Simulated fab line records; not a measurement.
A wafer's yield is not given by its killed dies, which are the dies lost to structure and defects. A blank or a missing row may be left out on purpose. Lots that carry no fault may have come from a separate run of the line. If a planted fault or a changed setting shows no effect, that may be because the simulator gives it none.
What tool caused it? | flow berkeley_cmos170 | 13 lots with 39 wafers sampled at 5 steps, on a route of 331 steps

WHAT EACH GAUGE READ, for each wafer
UCB170_SCREENOX_THK_MEAS_02.
lot  | measured    | on            | SCREENOX_OXIDE_THK (nm)
L835 | day 5 07:19 | film_metro-04 | 14.4 14.4 14.4
L836 | day 5 07:19 | film_metro-02 | 14.8 14.9 14.5
L838 | day 5 12:01 | film_metro-02 | 14.7 14.7 14.7
L837 | day 5 12:03 | film_metro-04 | 14.2 14.4 14.4
L843 | day 6 20:26 | film_metro-04 | 14.1 14.3 14.3
L844 | day 7 07:05 | film_metro-04 | 13.7 13.9 13.9
L845 | day 7 12:58 | film_metro-02 | 14.5 14.4 14.5
L847 | day 8 07:58 | film_metro-02 | 14.6 14.6 14.2
L849 | day 8 07:58 | film_metro-01 | 14.6 14.9 15.1
L852 | day 8 17:58 | film_metro-01 | 14.4 14.4 14.5
L851 | day 8 17:59 | film_metro-02 | 14.7 14.8 14.3
L850 | day 8 18:01 | film_metro-02 | 14.5 14.4 14.2
L853 | day 9 01:13 | film_metro-04 | 14.5 14.5 14.4

UCB170_FIELD_THK_MEAS_91.
lot  | measured    | on            | FIELD_OXIDE_LEFT_2_THK (nm)
L835 | day 5 14:23 | film_metro-03 | 357 357 345
L836 | day 5 14:31 | film_metro-02 | 346 355 350
L838 | day 5 18:09 | film_metro-03 | 372 373 379
L837 | day 5 18:35 | film_metro-02 | 378 362 366
L843 | day 7 04:58 | film_metro-02 | 348 356 353
L844 | day 7 18:34 | film_metro-02 | 340 352 343
L845 | day 7 21:16 | film_metro-01 | 379 376 369
L847 | day 8 14:06 | film_metro-01 | 356 357 348
L849 | day 8 14:06 | film_metro-02 | 361 357 347
L852 | day 9 04:29 | film_metro-03 | 360 352 356
L851 | day 9 03:57 | film_metro-02 | 360 364 357
L850 | day 9 04:12 | film_metro-02 | 353 365 351
L853 | day 9 08:28 | film_metro-03 | 362 370 363

UCB170_GATE_THK_MEAS_05.
lot  | measured    | on            | GATE_POLY_THK (nm)
L835 | day 6 02:23 | film_metro-04 | 213.7 213.8 216.0
L836 | day 6 02:19 | film_metro-03 | 215.0 216.4 215.0
L838 | day 6 02:19 | film_metro-04 | 213.0 213.1 214.3
L837 | day 6 02:23 | film_metro-03 | 217.8 217.2 216.5
L843 | day 7 15:23 | film_metro-03 | 213.3 213.4 213.7
L844 | day 8 05:01 | film_metro-04 | 213.8 212.5 212.5
L845 | day 8 11:32 | film_metro-01 | 213.2 213.6 212.5
L847 | day 9 00:58 | film_metro-01 | 214.6 212.3 213.7
L849 | day 9 00:58 | film_metro-04 | 215.6 213.7 216.9
L852 | day 9 14:55 | film_metro-04 | 214.9 213.1 213.8
L851 | day 9 14:55 | film_metro-01 | 212.0 211.4 212.1
L850 | day 9 14:55 | film_metro-03 | 212.6 210.6 212.6
L853 | day 9 20:55 | film_metro-03 | 218.0 216.1 215.1

UCB170_GATE_CD_MEAS_12: the cd target is 350 nm.
lot  | measured    | on        | cd_nm (nm)
L835 | day 6 05:05 | cd_sem-01 | 350.1 349.6 351.3
L836 | day 6 04:22 | cd_sem-02 | 347.5 349.9 348.9
L838 | day 6 04:46 | cd_sem-02 | 349.5 348.7 348.9
L837 | day 6 05:00 | cd_sem-02 | 280.5 279.6 280.9
L843 | day 7 17:33 | cd_sem-02 | 351.4 349.5 348.5
L844 | day 8 05:57 | cd_sem-02 | 348.5 347.8 349.7
L845 | day 8 12:28 | cd_sem-02 | 351.2 350.0 349.3
L847 | day 9 01:52 | cd_sem-02 | 349.2 351.7 349.3
L849 | day 9 01:59 | cd_sem-01 | 349.0 350.5 348.9
L852 | day 9 16:04 | cd_sem-02 | 348.5 348.6 348.8
L851 | day 9 15:58 | cd_sem-01 | 349.9 349.3 349.7
L850 | day 9 16:10 | cd_sem-01 | 350.4 350.5 351.9
L853 | day 9 22:02 | cd_sem-01 | 350.1 349.7 348.8

WHAT TOOL EACH LOT RAN ON (gives the tool, then ch and the chambers of the sampled wafers, and finally the start)
lot  | UCB170_GATE_EXPOSE_09
L835 | krf_scanner-02 ch 0, day 6 03:53
L836 | krf_scanner-01 ch 0, day 6 03:11
L838 | krf_scanner-02 ch 0, day 6 03:38
L837 | krf_scanner-02 ch 0, day 6 03:48
L843 | krf_scanner-01 ch 0, day 7 17:02
L844 | krf_scanner-01 ch 0, day 8 05:33
L845 | krf_scanner-01 ch 0, day 8 12:04
L847 | krf_scanner-02 ch 0, day 9 01:29
L849 | krf_scanner-02 ch 0, day 9 01:36
L852 | krf_scanner-02 ch 0, day 9 15:40
L851 | krf_scanner-02 ch 0, day 9 15:35
L850 | krf_scanner-02 ch 0, day 9 15:46
L853 | krf_scanner-01 ch 0, day 9 21:38
- UCB170_GATE_EXPOSE_09: exposes mask POLY, target cd 350 nm.

WHAT THE TOOLS THEMSELVES READ (means of the sampled wafers that have a number; where no wafer has one, the mark that the record gives instead)
The record holds no such reading with a usual standard deviation.

THE ANSWER, worked out from the rows above alone
Rule: the lots themselves supply what counts as usual. The widest of any qualifying gaps counts: lots, ordered by their means at a reading, are off when they make up no more than a third of the lots, leave a main group of 4 or more, and stand apart from it by 3 or more times the standard deviation of that group's means. If all means in a main group match to the digits the tables above print for the reading, that group is not used. A lot without any number at a reading at which 4 lots or more have one is off too. Any other lot the step has rows for is counted as sound. After the gauges, taken in route order, come the tools' own readings; for these a lot's mean is taken, as printed above. At the first step where some lot is off, the reading lying furthest off is the one used; lots without a number count as furthest.
Off: L837, at UCB170_GATE_CD_MEAS_12 (cd_nm). For the main group the mean is 349.6 nm and the standard deviation 0.69.
If a tool, at a process step before that reading, ran all the lots that are off and no sound lot after the first of them, it fits. Those tools and the gauges at UCB170_GATE_CD_MEAS_12 are tried in the same way. None of those tried fits.

WHAT THE SIMULATOR HAD INSERTED
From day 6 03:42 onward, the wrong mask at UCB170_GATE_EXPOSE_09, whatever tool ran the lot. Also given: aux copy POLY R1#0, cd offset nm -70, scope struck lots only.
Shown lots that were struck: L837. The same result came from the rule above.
